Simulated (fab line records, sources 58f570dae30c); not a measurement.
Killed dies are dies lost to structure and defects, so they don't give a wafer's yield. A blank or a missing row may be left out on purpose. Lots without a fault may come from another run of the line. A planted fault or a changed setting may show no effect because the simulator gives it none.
fab line records | flow berkeley_cmos170
record lots=5 wafers=15 last_day=10
route steps=331 shown GATE@140 PLDD@145 NLDD@158
lots that met no fault: from a run of the same line without faults
start_h: hours from the record's first day to the start of the lot's first wafer shown | wait_h: hours since the lot's step before | " the same as in the row above | L1.1+2: a row that stands for several wafers | - no value, or no start given | * or withheld: withheld | < > ~ a bound
route shown NAME@n: a module of which the file shows steps, and the number in the route of the first | usual: mean/standard deviation of fault-free wafers | same: alike in all rows | chamber/n: place in a boat | sites: the reading at each site | _std_site: their standard deviation | _edge_site: outer sites' mean less inner sites' | radius_mm: how far each site lies from the wafer's centre | mask NAME#n: copy n | behind: the tool/chamber that last shaped the wafer | hold: why the lot was held/for how many hours/how that ended | device: the transistor (n, p or np) that didn't switch | end of line: the same wafers' tests at the end of the route | a step without rows: its recipe alone | killed: dies lost to structure and defects at the first sort, not the wafer's yield | map: a wafer's dies, x killed, . not, _ none there
set.NAME: the setting as run; set.NAME@STEP: as run at that earlier step | model.NAME: the simulator's own value behind a step, which no gauge read
lots at some steps of the route; a table a step, a row a wafer
services: from which hour (start_h, from the record's first day; less than 0 if before it) a tool's chamber was out of use, for how many hours, and why
## steps
# step UCB170_GATE_ETCH_14
# recipe chemistry=N2/H2 target_depth_a=withheld overetch_a=withheld target=BARC time_s=withheld source_w=500 bias_w=100 pressure_mtorr=30 n2_flow_sccm=100 h2_flow_sccm=200
# usual chamber_pressure_mTorr=30.000/0.028 drypump_motor_current_A=5.7/0.48 oes_product_au=0.999/0.017 throttle_valve_pct=13.24/0.13
# columns lot.wafer tool chamber start_h wait_h chamber_pressure_mTorr drypump_motor_current_A oes_product_au throttle_valve_pct
L077.1 rie_diel-03 3 139.95 0.0 30.058 6.3 0.982 13.08
L077.2 " 0 " " 29.963 5.0 0.998 13.23
L077.4 " 1 " " 29.975 6.4 0.994 13.02
L080.2 rie_diel-02 3 153.05 0.0 29.981 5.5 0.984 13.32
L080.4 " 2 " " 30.002 5.9 0.966 13.27
L080.6 " 1 " " 29.990 5.3 1.022 13.18
L084.2 rie_diel-02 3 178.35 0.0 29.990 5.5 0.995 13.30
L084.3 " 2 " " 30.043 5.9 0.984 13.26
L084.6 " 3 " " 30.006 5.6 0.988 13.30
L088.2 rie_diel-02 3 190.92 0.0 30.043 5.5 0.979 13.31
L088.3 " 1 " " 29.983 5.3 1.020 13.17
L088.4 " 0 " " 30.029 5.8 1.013 13.47
L091.1 rie_diel-03 2 206.08 0.0 30.033 6.0 1.007 13.24
L091.2 " 1 " " 29.980 6.4 0.988 13.03
L091.5 " 2 " " 30.016 6.0 1.008 13.25
# step UCB170_GATE_ETCH_15
# recipe chemistry=HBr/Cl2 target=poly-Si stop_on=SiO2 over_etch_frac=0.2782 icp_w=300 bias_w=150 time_s=56.3 pressure_mtorr=15 HBr_flow_sccm=150 Cl2_flow_sccm=50 target_depth_a=2782
# usual chamber_pressure_mTorr=14.998/0.014 drypump_motor_current_A=5.5/0.46 oes_product_au=0.831/0.013 throttle_valve_pct=26.38/0.27
# same over_etch_frac=0.2782
# columns lot.wafer tool chamber start_h wait_h chamber_pressure_mTorr drypump_motor_current_A oes_product_au rf_hours_counter_h throttle_valve_pct
L077.1 rie_si-02 0 139.99 - 14.993 6.3 0.830 24 26.69
L077.2 " 2 " " 15.002 5.6 0.824 0 26.47
L077.4 " 3 " " 14.969 5.0 0.855 0 26.86
L080.2 rie_si-02 2 153.09 - 14.980 5.6 0.820 0 26.47
L080.4 " 1 " " 14.993 5.1 0.846 - 26.19
L080.6 " 2 " " 14.997 5.6 0.821 - 26.47
L084.2 rie_si-02 3 178.39 - 14.989 5.0 0.847 0 26.86
L084.3 " 1 " " 14.983 5.1 0.842 76 26.18
L084.6 " 0 " " 14.990 6.2 0.829 - 26.70
L088.2 rie_si-02 2 190.96 - 14.998 5.6 0.817 1 26.46
L088.3 " 3 " " 14.997 5.0 0.853 0 26.86
L088.4 " 1 " " 15.006 5.1 0.848 76 26.18
L091.1 rie_si-01 2 206.13 - 14.997 5.5 0.847 1 26.20
L091.2 " 1 " " 14.996 5.9 0.830 51 26.03
L091.5 " 2 " " 15.005 5.5 0.844 - 26.17
# step UCB170_GATE_STRIP_16
# recipe chemistry=O2 power_w=400 pressure_mtorr=3500 platen_temp_c=withheld o2_flow_sccm=400 overash_fraction=0.5
# usual chamber_pressure_mTorr=3500/3.1 drypump_motor_current_A=5.7/0.46 oes_product_au=0.724/0.0044
# columns lot.wafer tool chamber start_h wait_h chamber_pressure_mTorr drypump_motor_current_A oes_product_au rf_hours_counter_h
L077.1 plasma_asher-02 1 140.04 0.0 3500 5.4 0.725 34
L077.2 " 0 " " 3501 5.2 0.721 34
L077.4 " 1 " " 3501 5.3 0.731 -
L080.2 plasma_asher-03 0 153.14 0.0 3501 6.0 0.728 41
L080.4 " 1 " " 3500 5.1 0.722 -
L080.6 " 0 " " 3502 6.0 0.720 -
L084.2 plasma_asher-04 1 178.44 0.0 3499 6.1 0.720 52
L084.3 " 1 " " 3499 6.0 0.727 -
L084.6 " 1 " " 3499 6.1 0.722 -
L088.2 plasma_asher-04 0 191.01 0.0 3506 6.3 0.719 53
L088.3 " 1 " " 3500 6.1 0.723 -
L088.4 " 0 " " 3502 6.3 0.729 -
L091.1 plasma_asher-02 1 206.17 0.0 3505 5.3 0.733 41
L091.2 " 0 " " 3499 5.2 0.725 41
L091.5 " 1 " " 3498 5.4 0.725 -
# step UCB170_GATE_CD_MEAS_90
# recipe target_cd_nm=350
# usual cd_nm=350.2/1.8
# columns lot.wafer tool chamber start_h wait_h cd_nm
L077.1 cd_sem-01 - 140.14 0.1 351.4
L077.2 " - " " 350.9
L077.4 " - " " 350.2
L080.2 cd_sem-02 - 153.26 0.1 351.8
L080.4 " - " " 350.7
L080.6 " - " " 352.5
L084.2 cd_sem-01 - 178.56 0.1 351.5
L084.3 " - " " 350.9
L084.6 " - " " 351.1
L088.2 cd_sem-01 - 191.14 0.1 350.4
L088.3 " - " " 351.8
L088.4 " - " " 351.4
L091.1 cd_sem-01 - 206.41 0.2 350.3
L091.2 " - " " 350.4
L091.5 " - " " 351.3
# step UCB170_GATE_CLEAN_17
# recipe chemistry=SPM temp_c=120 time_s=600
# usual temp_c=120.01/0.14
# columns lot.wafer tool chamber start_h wait_h temp_c
L077.1 wet_bench-01 2 140.36 0.2 120.04
L077.2 " 2 " " 120.20
L077.4 " 2 " " 119.97
L080.2 wet_bench-01 0 153.36 0.1 119.94
L080.4 " 0 " " 119.90
L080.6 " 0 " " 120.09
L084.2 wet_bench-01 0 178.67 0.1 119.93
L084.3 " 0 " " 120.18
L084.6 " 0 " " 119.94
L088.2 wet_bench-01 0 191.24 0.1 120.17
L088.3 " 0 " " 120.13
L088.4 " 0 " " 120.05
L091.1 wet_bench-01 2 206.53 0.1 120.01
L091.2 " 2 " " 120.18
L091.5 " 2 " " 119.99
# step UCB170_PLDD_HMDS_00
# recipe prime_time_s=60 prime_temp_c=100
# usual chill_plate_temp_C=23.01/0.095 exhaust_pa=45.1/1 prime_temp_c=100.02/0.13
# columns lot.wafer tool chamber start_h wait_h chill_plate_temp_C exhaust_pa prime_temp_c
L077.1 litho_track-01 0 140.67 0.1 22.90 43.8 99.81
L077.2 " 0 " " 22.97 44.3 99.98
L077.4 " 0 " " 22.95 43.4 100.04
L080.2 litho_track-01 0 154.07 0.5 23.15 45.0 100.03
L080.4 " 0 " " 22.99 45.7 99.99
L080.6 " 0 " " 23.06 44.5 100.20
L084.2 litho_track-03 0 179.04 0.2 22.86 43.4 100.26
L084.3 " 0 " " 22.91 43.5 100.12
L084.6 " 0 " " 22.92 45.6 100.32
L088.2 litho_track-03 0 191.44 0.0 23.00 45.0 99.86
L088.3 " 0 " " 22.94 45.4 100.13
L088.4 " 0 " " 23.02 44.5 100.02
L091.1 litho_track-03 0 206.72 0.0 22.98 44.4 100.07
L091.2 " 0 " " 23.01 43.7 100.01
L091.5 " 0 " " 22.94 44.0 99.98
# step UCB170_PLDD_COAT_01
# recipe resist=KrF spin_rpm=1500 resist_thk_nm=900
# usual chill_plate_temp_C=22.99/0.11 exhaust_pa=45.0/0.82
# columns lot.wafer tool chamber start_h wait_h chill_plate_temp_C exhaust_pa
L077.1 litho_track-01 0 140.82 0.1 22.91 44.8
L077.2 " 0 " " 22.65 46.2
L077.4 " 0 " " 22.78 46.1
L080.2 litho_track-01 0 154.22 0.1 22.88 45.3
L080.4 " 0 " " 23.00 44.1
L080.6 " 0 " " 22.94 44.7
L084.2 litho_track-03 0 179.19 0.1 23.02 44.5
L084.3 " 0 " " 22.97 44.2
L084.6 " 0 " " 22.94 46.3
L088.2 litho_track-03 0 191.59 0.1 23.20 43.7
L088.3 " 0 " " 23.02 45.4
L088.4 " 0 " " 23.04 45.6
L091.1 litho_track-03 0 206.87 0.1 23.00 45.7
L091.2 " 0 " " 23.09 45.7
L091.5 " 0 " " 22.99 46.1
# step UCB170_PLDD_SOFTBAKE_02
# recipe resist=KrF temp_c=130 time_s=60
# usual chill_plate_temp_C=22.98/0.1 exhaust_pa=45.1/0.95
# columns lot.wafer tool chamber start_h wait_h chill_plate_temp_C exhaust_pa
L077.1 litho_track-01 0 140.97 0.1 22.91 44.1
L077.2 " 0 " " 23.07 45.1
L077.4 " 0 " " 23.13 44.0
L080.2 litho_track-01 0 154.37 0.1 22.91 44.8
L080.4 " 0 " " 22.90 46.2
L080.6 " 0 " " 22.99 44.2
L084.2 litho_track-03 0 179.34 0.1 22.84 44.5
L084.3 " 0 " " 22.81 44.8
L084.6 " 0 " " 22.90 44.8
L088.2 litho_track-03 0 191.74 0.1 22.88 44.0
L088.3 " 0 " " 23.04 45.4
L088.4 " 0 " " 23.02 44.9
L091.1 litho_track-03 0 207.02 0.1 22.92 44.4
L091.2 " 0 " " 22.93 43.9
L091.5 " 0 " " 23.03 44.3
# step UCB170_PLDD_EXPOSE_03
# recipe mask_id=PSELECT na=0.5 sigma_outer=0.6 source_shape=conventional target_cd_nm=1200 dose_mj=30
# usual stage_vel_mm_s=500.06/0.25
# columns lot.wafer tool chamber start_h wait_h mask stage_vel_mm_s
L077.1 krf_scanner-02 0 141.12 0.1 PSELECT#0 500.18
L077.2 " 0 " " PSELECT#0 500.55
L077.4 " 0 " " PSELECT#0 500.19
L080.2 krf_scanner-01 0 154.52 0.1 PSELECT#0 500.22
L080.4 " 0 " " PSELECT#0 500.06
L080.6 " 0 " " PSELECT#0 500.29
L084.2 krf_scanner-01 0 179.61 0.2 PSELECT#0 500.10
L084.3 " 0 " " PSELECT#0 499.88
L084.6 " 0 " " PSELECT#0 500.46
L088.2 krf_scanner-02 0 191.88 0.1 PSELECT#0 500.12
L088.3 " 0 " " PSELECT#0 500.01
L088.4 " 0 " " PSELECT#0 500.53
L091.1 krf_scanner-02 0 207.17 0.1 PSELECT#0 499.98
L091.2 " 0 " " PSELECT#0 500.10
L091.5 " 0 " " PSELECT#0 500.17
# step UCB170_PLDD_PEB_04
# recipe peb_temp_c=130 peb_time_s=withheld resist=KrF
# usual chill_plate_temp_C=23.00/0.1 exhaust_pa=44.9/0.91
# columns lot.wafer tool chamber start_h wait_h chill_plate_temp_C exhaust_pa
L077.1 litho_track-03 0 141.42 0.3 22.87 44.1
L077.2 " 0 " " 23.15 44.2
L077.4 " 0 " " 23.01 46.2
L080.2 litho_track-03 0 154.65 0.1 23.19 44.2
L080.4 " 0 " " 23.04 44.8
L080.6 " 0 " " 23.10 44.0
L084.2 litho_track-03 0 180.22 0.6 22.90 45.1
L084.3 " 0 " " 22.91 46.5
L084.6 " 0 " " 22.88 46.4
L088.2 litho_track-02 0 192.00 0.1 22.88 43.8
L088.3 " 0 " " 22.92 43.8
L088.4 " 0 " " 23.07 44.3
L091.1 litho_track-03 0 207.28 0.1 22.91 45.1
L091.2 " 0 " " 22.98 45.3
L091.5 " 0 " " 22.95 44.6
# step UCB170_PLDD_DEVELOP_05
# recipe developer=TMAH develop_time_s=45 resist=KrF dev_temp_c=21
# usual chill_plate_temp_C=22.99/0.1 exhaust_pa=44.6/0.94
# columns lot.wafer tool chamber start_h wait_h chill_plate_temp_C exhaust_pa
L077.1 litho_track-03 0 - - 23.01 43.5
L077.2 " 0 " " 23.00 44.4
L077.4 " 0 " " 23.06 44.7
L080.2 litho_track-03 0 - - 22.67 44.5
L080.4 " 0 " " 22.89 44.5
L080.6 " 0 " " 23.07 44.7
L084.2 litho_track-03 0 - - 23.02 44.2
L084.3 " 0 " " 23.09 42.5
L084.6 " 0 " " 23.23 42.6
L088.2 litho_track-02 0 - - 22.99 45.3
L088.3 " 0 " " 22.98 44.6
L088.4 " 0 " " 23.03 44.0
L091.1 litho_track-03 0 - - 22.93 43.4
L091.2 " 0 " " 22.95 42.6
L091.5 " 0 " " 22.96 42.8
# step UCB170_PLDD_CD_MEAS_06
# recipe target_cd_nm=1200
# usual cd_nm=1200.2/1.7
# columns lot.wafer tool chamber start_h wait_h cd_nm
L077.1 cd_sem-01 - 141.69 - 1199.4
L077.2 " - " " 1199.4
L077.4 " - " " 1198.2
L080.2 cd_sem-01 - 154.92 - 1203.3
L080.4 " - " " 1203.0
L080.6 " - " " 1204.0
L084.2 cd_sem-01 - 180.49 - 1199.5
L084.3 " - " " 1200.5
L084.6 " - " " 1201.0
L088.2 cd_sem-01 - 192.27 - 1200.1
L088.3 " - " " 1199.9
L088.4 " - " " 1200.2
L091.1 cd_sem-01 - 207.66 - 1199.4
L091.2 " - " " 1199.1
L091.5 " - " " 1201.2
# step UCB170_PLDD_OVL_MEAS_07
# usual PLDD_OVL=-2/5.4
# columns lot.wafer tool chamber start_h wait_h PLDD_OVL[nm]
L077.1 overlay-02 - 141.81 0.1 4
L077.2 " - " " -5
L077.4 " - " " -2
L080.2 overlay-02 - 155.03 0.1 -7
L080.4 " - " " -7
L080.6 " - " " -6
L084.2 overlay-01 - 180.60 0.1 -11
L084.3 " - " " -9
L084.6 " - " " -3
L088.2 overlay-02 - 192.38 0.1 3
L088.3 " - " " 2
L088.4 " - " " -4
L091.1 overlay-01 - 207.78 0.1 -4
L091.2 " - " " -8
L091.5 " - " " -6
# step UCB170_PLDD_IMPLANT_08
# recipe species=BF2 dose_cm2=5e+13 energy_kev=10 tilt_deg=7 rotation_deg=0
# usual dose_ions_cm2=5.002e+13/5.5e+10 faraday_current_uA=159/3.1
# columns lot.wafer tool chamber start_h wait_h dose_ions_cm2 faraday_current_uA
L077.1 implanter-01 0 141.85 0.0 5.008e+13 165
L077.2 " 0 " " 5.01e+13 156
L077.4 " 0 " " 5.009e+13 158
L080.2 implanter-04 0 155.08 0.0 4.998e+13 160
L080.4 " 0 " " 5.015e+13 160
L080.6 " 0 " " 5e+13 155
L084.2 implanter-02 0 180.65 0.0 5.005e+13 163
L084.3 " 0 " " 5e+13 154
L084.6 " 0 " " 4.993e+13 161
L088.2 implanter-04 0 192.43 0.0 4.988e+13 160
L088.3 " 0 " " 4.991e+13 155
L088.4 " 0 " " 4.999e+13 155
L091.1 implanter-01 0 207.81 0.0 4.997e+13 161
L091.2 " 0 " " 4.999e+13 164
L091.5 " 0 " " 4.996e+13 162
# step UCB170_PLDD_IMPLANT_09
# recipe species=BF2 dose_cm2=5e+13 energy_kev=10 tilt_deg=7 rotation_deg=180
# usual dose_ions_cm2=5.001e+13/5.8e+10 faraday_current_uA=159/3.2
# columns lot.wafer tool chamber start_h wait_h dose_ions_cm2 faraday_current_uA
L077.1 implanter-01 0 142.00 0.1 5.009e+13 158
L077.2 " 0 " " 4.996e+13 164
L077.4 " 0 " " 5.004e+13 164
L080.2 implanter-04 0 155.23 0.1 5.003e+13 161
L080.4 " 0 " " 5.003e+13 159
L080.6 " 0 " " 5.006e+13 155
L084.2 implanter-02 0 180.80 0.1 4.995e+13 162
L084.3 " 0 " " 5.001e+13 156
L084.6 " 0 " " 5.005e+13 159
L088.2 implanter-04 0 192.58 0.1 5.002e+13 159
L088.3 " 0 " " 5.002e+13 166
L088.4 " 0 " " 4.997e+13 163
L091.1 implanter-01 0 207.96 0.1 4.996e+13 160
L091.2 " 0 " " 5e+13 161
L091.5 " 0 " " 5.012e+13 159
# step UCB170_PLDD_STRIP_10
# recipe chemistry=O2 power_w=400 pressure_mtorr=3500 platen_temp_c=withheld o2_flow_sccm=400 overash_fraction=0.5
# usual chamber_pressure_mTorr=3500/3.1 drypump_motor_current_A=5.8/0.52 oes_product_au=0.734/0.004 strip_time_to_endpoint_s=21.60/0.055
# columns lot.wafer tool chamber start_h wait_h chamber_pressure_mTorr drypump_motor_current_A oes_product_au rf_hours_counter_h strip_time_to_endpoint_s
L077.1 plasma_asher-03 1 142.15 0.1 3506 5.1 0.741 40 21.59
L077.2 " 0 " " 3502 6.0 0.740 40 21.62
L077.4 " 1 " " 3503 5.1 0.731 - 21.57
L080.2 plasma_asher-03 0 155.36 0.1 3498 6.0 0.726 41 21.57
L080.4 " 0 " " 3501 6.0 0.729 - 21.59
L080.6 " 1 " " 3498 5.1 0.729 - 21.53
L084.2 plasma_asher-01 1 180.93 0.1 3505 4.8 0.735 8 21.56
L084.3 " 0 " " 3497 5.9 0.733 - 21.47
L084.6 " 1 " " 3498 4.8 0.733 - 21.58
L088.2 plasma_asher-04 1 192.71 0.1 3496 6.1 0.729 54 21.60
L088.3 " 1 " " 3498 6.1 0.734 - 21.54
L088.4 " 0 " " 3501 6.3 0.733 - 21.64
L091.1 plasma_asher-01 1 208.11 0.1 3503 4.8 0.740 11 21.67
L091.2 " 0 " " 3497 5.9 0.733 11 21.59
L091.5 " 0 " " 3499 5.9 0.738 - 21.55
# step UCB170_PLDD_TW_MEAS_11
# usual PLDD_TW=1007/7.7
# columns lot.wafer tool chamber start_h wait_h PLDD_TW
L077.1 film_metro-03 - 142.25 0.1 999
L077.2 " - " " 995
L077.4 " - " " 996
L080.2 film_metro-02 - 155.47 0.1 1008
L080.4 " - " " 1008
L080.6 " - " " 1013
L084.2 film_metro-01 - 181.04 0.1 1007
L084.3 " - " " 1004
L084.6 " - " " 1010
L088.2 film_metro-02 - 192.82 0.1 1017
L088.3 " - " " 1007
L088.4 " - " " 1009
L091.1 film_metro-02 - 208.21 0.1 1011
L091.2 " - " " 1012
L091.5 " - " " 1003
# step UCB170_PLDD_CLEAN_12
# recipe chemistry=SPM temp_c=120 time_s=600
# usual temp_c=120.02/0.13
# columns lot.wafer tool chamber start_h wait_h temp_c
L077.1 wet_bench-03 0 142.31 0.1 119.76
L077.2 " 0 " " 119.84
L077.4 " 0 " " 120.05
L080.2 wet_bench-01 0 155.55 0.1 120.06
L080.4 " 0 " " 119.88
L080.6 " 0 " " 119.96
L084.2 wet_bench-01 0 181.09 0.0 120.08
L084.3 " 0 " " 120.19
L084.6 " 0 " " 120.32
L088.2 wet_bench-01 2 192.87 0.0 119.80
L088.3 " 2 " " 119.87
L088.4 " 2 " " 119.92
L091.1 wet_bench-01 1 208.27 0.1 120.01
L091.2 " 1 " " 119.98
L091.5 " 1 " " 119.93
# step UCB170_NLDD_HMDS_00
# recipe prime_time_s=60 prime_temp_c=100
# usual chill_plate_temp_C=23.03/0.12 exhaust_pa=45.1/0.97 prime_temp_c=100.01/0.12
# columns lot.wafer tool chamber start_h wait_h chill_plate_temp_C exhaust_pa prime_temp_c
L077.1 litho_track-03 0 142.60 0.1 23.11 45.3 100.11
L077.2 " 0 " " 23.22 44.0 99.99
L077.4 " 0 " " 23.18 44.7 100.25
L080.2 litho_track-03 0 156.10 0.4 22.96 44.4 99.98
L080.4 " 0 " " 23.00 44.1 100.11
L080.6 " 0 " " 23.06 44.0 100.06
L084.2 litho_track-03 0 181.29 0.0 22.90 44.9 100.02
L084.3 " 0 " " 22.80 43.9 99.94
L084.6 " 0 " " 22.89 45.2 99.93
L088.2 litho_track-03 0 193.31 0.3 23.03 43.9 100.03
L088.3 " 0 " " 23.01 44.8 100.38
L088.4 " 0 " " 23.19 43.9 99.98
L091.1 litho_track-03 0 208.46 0.0 22.99 46.7 100.05
L091.2 " 0 " " 23.10 45.3 100.20
L091.5 " 0 " " 22.90 46.9 99.97
# step UCB170_NLDD_COAT_01
# recipe resist=KrF spin_rpm=1500 resist_thk_nm=900
# usual chill_plate_temp_C=22.99/0.12 exhaust_pa=45.0/0.89
# columns lot.wafer tool chamber start_h wait_h chill_plate_temp_C exhaust_pa
L077.1 litho_track-03 0 142.75 0.1 22.88 45.3
L077.2 " 0 " " 22.99 46.2
L077.4 " 0 " " 22.75 46.6
L080.2 litho_track-03 0 156.25 0.1 23.01 46.1
L080.4 " 0 " " 23.05 44.4
L080.6 " 0 " " 23.06 46.2
L084.2 litho_track-03 0 181.44 0.1 23.05 45.8
L084.3 " 0 " " 22.97 46.7
L084.6 " 0 " " 22.91 46.7
L088.2 litho_track-03 0 193.46 0.1 22.99 45.5
L088.3 " 0 " " 22.94 46.5
L088.4 " 0 " " 22.90 45.7
L091.1 litho_track-03 0 208.61 0.1 23.07 43.6
L091.2 " 0 " " 23.08 44.8
L091.5 " 0 " " 23.08 45.8
# step UCB170_NLDD_SOFTBAKE_02
# recipe resist=KrF temp_c=130 time_s=60
# usual chill_plate_temp_C=23.02/0.11 exhaust_pa=44.9/0.81
# columns lot.wafer tool chamber start_h wait_h chill_plate_temp_C exhaust_pa
L077.1 litho_track-03 0 142.90 0.1 22.97 45.9
L077.2 " 0 " " 22.90 46.1
L077.4 " 0 " " 22.87 45.8
L080.2 litho_track-03 0 156.40 0.1 23.06 45.0
L080.4 " 0 " " 22.93 45.5
L080.6 " 0 " " 22.99 45.6
L084.2 litho_track-03 0 181.59 0.1 23.00 46.0
L084.3 " 0 " " 23.07 46.3
L084.6 " 0 " " 22.85 45.7
L088.2 litho_track-03 0 193.61 0.1 23.03 45.7
L088.3 " 0 " " 23.15 45.8
L088.4 " 0 " " 22.94 46.2
L091.1 litho_track-03 0 208.76 0.1 23.08 44.5
L091.2 " 0 " " 22.89 45.3
L091.5 " 0 " " 23.03 44.9
# step UCB170_NLDD_EXPOSE_03
# recipe mask_id=NSELECT na=0.5 sigma_outer=0.6 source_shape=conventional target_cd_nm=1200 dose_mj=30
# usual stage_vel_mm_s=500.02/0.27
# columns lot.wafer tool chamber start_h wait_h mask stage_vel_mm_s
L077.1 krf_scanner-01 0 143.18 0.2 NSELECT#0 500.50
L077.2 " 0 " " NSELECT#0 500.02
L077.4 " 0 " " NSELECT#0 500.39
L080.2 krf_scanner-02 0 156.54 0.1 NSELECT#0 500.11
L080.4 " 0 " " NSELECT#0 500.07
L080.6 " 0 " " NSELECT#0 499.94
L084.2 krf_scanner-02 0 181.85 0.2 NSELECT#0 499.78
L084.3 " 0 " " NSELECT#0 500.31
L084.6 " 0 " " NSELECT#0 500.35
L088.2 krf_scanner-02 0 193.76 0.1 NSELECT#0 500.22
L088.3 " 0 " " NSELECT#0 500.28
L088.4 " 0 " " NSELECT#0 500.14
L091.1 krf_scanner-02 0 208.91 0.1 NSELECT#0 499.85
L091.2 " 0 " " NSELECT#0 499.97
L091.5 " 0 " " NSELECT#0 499.71
# step UCB170_NLDD_PEB_04
# recipe peb_temp_c=130 peb_time_s=withheld resist=KrF
# usual chill_plate_temp_C=23.01/0.099 exhaust_pa=44.9/0.95 plate_sensor_t_centre_C=131.41/0.0099 plate_sensor_t_edge_C=131.53/0.01
# columns lot.wafer tool chamber start_h wait_h chill_plate_temp_C exhaust_pa plate_sensor_t_centre_C plate_sensor_t_edge_C
L077.1 litho_track-04 0 143.86 0.7 23.00 44.0 131.41 131.54
L077.2 " 0 " " 22.96 46.2 131.41 131.54
L077.4 " 0 " " 23.00 45.5 131.4 131.55
L080.2 litho_track-01 0 156.97 0.4 23.15 46.4 131.41 131.54
L080.4 " 0 " " 22.99 45.8 131.41 131.52
L080.6 " 0 " " 23.15 45.6 131.42 131.54
L084.2 litho_track-01 0 181.98 0.1 23.15 45.1 131.42 131.55
L084.3 " 0 " " 23.21 44.6 131.41 131.52
L084.6 " 0 " " 23.18 44.4 131.42 131.53
L088.2 litho_track-03 0 194.66 0.9 23.19 47.0 131.42 131.55
L088.3 " 0 " " 23.22 45.7 131.39 131.52
L088.4 " 0 " " 23.06 46.1 131.4 131.52
L091.1 litho_track-03 0 209.22 0.3 23.10 44.8 131.42 131.54
L091.2 " 0 " " 23.01 45.1 131.41 131.54
L091.5 " 0 " " 22.88 44.7 131.42 131.53
# step UCB170_NLDD_DEVELOP_05
# recipe developer=TMAH develop_time_s=45 resist=KrF dev_temp_c=21
# usual chill_plate_temp_C=22.98/0.12 exhaust_pa=45.1/1
# columns lot.wafer tool chamber start_h wait_h chill_plate_temp_C exhaust_pa
L077.1 litho_track-04 0 - - 22.91 46.1
L077.2 " 0 " " 22.81 44.5
L077.4 " 0 " " 22.76 44.9
L080.2 litho_track-01 0 - - 23.00 45.8
L080.4 " 0 " " 22.91 46.4
L080.6 " 0 " " 23.05 45.9
L084.2 litho_track-01 0 - - 23.07 44.7
L084.3 " 0 " " 23.03 43.0
L084.6 " 0 " " 22.98 43.6
L088.2 litho_track-03 0 - - 22.90 45.0
L088.3 " 0 " " 22.74 44.7
L088.4 " 0 " " 22.90 45.3
L091.1 litho_track-03 0 - - 23.21 45.6
L091.2 " 0 " " 23.28 45.6
L091.5 " 0 " " 23.17 47.7
# step UCB170_NLDD_CD_MEAS_06
# recipe target_cd_nm=1200
# usual cd_nm=1199.5/1.6
# columns lot.wafer tool chamber start_h wait_h cd_nm
L077.1 cd_sem-02 - 144.13 - 1195.8
L077.2 " - " " 1196.9
L077.4 " - " " 1197.2
L080.2 cd_sem-01 - 157.24 - 1201.4
L080.4 " - " " 1202.5
L080.6 " - " " 1201.8
L084.2 cd_sem-01 - 182.25 - 1200.5
L084.3 " - " " 1200.1
L084.6 " - " " 1200.0
L088.2 cd_sem-01 - 194.93 - 1197.2
L088.3 " - " " 1197.5
L088.4 " - " " 1198.7
L091.1 cd_sem-01 - 209.49 - 1199.6
L091.2 " - " " 1199.9
L091.5 " - " " 1199.3
# step UCB170_NLDD_OVL_MEAS_07
# usual NLDD_OVL=-2/6.2
# columns lot.wafer tool chamber start_h wait_h NLDD_OVL[nm]
L077.1 overlay-02 - 144.25 0.1 -10
L077.2 " - " " -8
L077.4 " - " " -10
L080.2 overlay-02 - 157.35 0.1 2
L080.4 " - " " 1
L080.6 " - " " 4
L084.2 overlay-01 - 182.35 0.1 -11
L084.3 " - " " -6
L084.6 " - " " -2
L088.2 overlay-02 - 195.04 0.1 -4
L088.3 " - " " -7
L088.4 " - " " -2
L091.1 overlay-01 - 209.61 0.1 -8
L091.2 " - " " -6
L091.5 " - " " -1
# step UCB170_NLDD_IMPLANT_08
# recipe species=As dose_cm2=5e+13 energy_kev=30 tilt_deg=7 rotation_deg=0
# usual dose_ions_cm2=4.999e+13/5e+10 faraday_current_uA=158.9/2.8
# columns lot.wafer tool chamber start_h wait_h dose_ions_cm2 faraday_current_uA
L077.1 implanter-03 0 144.29 0.0 4.998e+13 162.4
L077.2 " 0 " " 4.985e+13 161.4
L077.4 " 0 " " 4.999e+13 158.6
L080.2 implanter-03 0 157.40 0.0 4.998e+13 158.7
L080.4 " 0 " " 4.996e+13 159.2
L080.6 " 0 " " 4.985e+13 157.0
L084.2 implanter-03 0 182.41 0.0 4.998e+13 158.7
L084.3 " 0 " " 4.987e+13 157.4
L084.6 " 0 " " 4.998e+13 156.1
L088.2 implanter-01 0 195.09 0.0 4.997e+13 156.8
L088.3 " 0 " " 4.999e+13 156.2
L088.4 " 0 " " 4.998e+13 159.2
L091.1 implanter-01 0 209.65 0.0 4.997e+13 158.4
L091.2 " 0 " " 4.995e+13 155.3
L091.5 " 0 " " 4.998e+13 159.1
# step UCB170_NLDD_IMPLANT_09
# recipe species=As dose_cm2=5e+13 energy_kev=30 tilt_deg=7 rotation_deg=180
# usual dose_ions_cm2=5e+13/5.7e+10 faraday_current_uA=158.6/2.9
# columns lot.wafer tool chamber start_h wait_h dose_ions_cm2 faraday_current_uA
L077.1 implanter-03 0 144.44 0.1 4.999e+13 155.0
L077.2 " 0 " " 5.006e+13 155.5
L077.4 " 0 " " 4.996e+13 157.1
L080.2 implanter-03 0 157.55 0.1 5e+13 152.4
L080.4 " 0 " " 5.003e+13 158.9
L080.6 " 0 " " 5.003e+13 154.6
L084.2 implanter-03 0 182.56 0.1 4.997e+13 160.0
L084.3 " 0 " " 4.998e+13 159.5
L084.6 " 0 " " 4.999e+13 160.6
L088.2 implanter-01 0 195.24 0.1 5e+13 157.3
L088.3 " 0 " " 4.995e+13 159.9
L088.4 " 0 " " 4.999e+13 157.7
L091.1 implanter-01 0 209.80 0.1 5.012e+13 157.9
L091.2 " 0 " " 5.002e+13 153.2
L091.5 " 0 " " 5.006e+13 161.1
## services
# columns tool chamber start_h hours kind
plasma_asher-02 - 117.97 1.3 repair
implanter-04 - 122.27 24.6 repair
krf_scanner-01 - 123.66 4.4 pm
krf_scanner-01 - 140.67 1.3 pm
implanter-02 - 141.36 4.1 pm
plasma_asher-04 - 145.39 2.4 repair
implanter-02 - 146.05 2.0 repair
implanter-01 - 149.71 2.7 repair
rie_si-02 0 152.93 4.6 repair
rie_si-01 - 152.99 2.8 pm
rie_diel-03 1 159.17 7.0 repair
rie_diel-02 3 161.93 1.9 repair
rie_diel-02 2 165.38 11.7 repair
krf_scanner-01 - 167.00 1.0 pm
krf_scanner-01 - 172.95 3.6 pm
rie_diel-03 - 173.02 0.1 repair
implanter-04 - 175.06 4.3 pm
implanter-01 - 177.39 7.5 pm
krf_scanner-01 - 178.15 1.2 repair
implanter-03 - 183.59 9.3 repair
implanter-02 - 186.66 3.6 repair
rie_diel-03 3 189.20 5.1 repair
krf_scanner-01 - 205.05 1.0 repair
implanter-03 - 205.62 2.3 repair
## key
fault none
